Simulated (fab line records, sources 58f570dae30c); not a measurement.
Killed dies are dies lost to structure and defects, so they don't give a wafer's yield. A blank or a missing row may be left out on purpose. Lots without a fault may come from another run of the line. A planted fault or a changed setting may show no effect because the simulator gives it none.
Chamber matching | flow berkeley_cmos170 | UCB170_M3_ETCH_17 on rie_diel-01: 4 sister chambers
The step etches BARC in N2/H2. 4 wafers are shown with their chamber, then 7 later ones without.

WAFERS WITH THEIR CHAMBER
wafer  | chamber | drypump_motor_current_A (A)
L602.5 | 2       | 4.9
L602.6 | 3       | 5.8
L604.1 | 1       | 6.0
L604.2 | 0       | 6.2

WAFERS WITHOUT THEIR CHAMBER
wafer  | drypump_motor_current_A (A)
L604.6 | 5.0
L607.1 | 4.9
L607.5 | 4.9
L607.6 | 5.8
L618.1 | 6.2
L618.2 | 5.0
L618.3 | 5.8

WHICH CHAMBER EACH WENT THROUGH
wafer  | from the rows above | in truth
L604.6 | 2                   | 2
L607.1 | 2                   | 2
L607.5 | 2                   | 2
L607.6 | 3                   | 3
L618.1 | 0                   | 0
L618.2 | 2                   | 2
L618.3 | 3                   | 3
Placed correctly: 7 of 7. Can't be placed from these rows: 0. Placed wrongly: 0.
How it was worked out, from the rows above alone: a wafer's distance from a chamber is the root of the sum, over the readings, of the square of ((its reading less the chamber's mean) divided by the reading's scatter). The wafer belongs to the nearest chamber; if the next one is less than 2 further off, it can't be placed. A chamber's mean is the mean of its shown wafers. The scatter: with one shown wafer a chamber, the root of the mean of the squares of how far each hidden wafer lies from its nearest shown one.
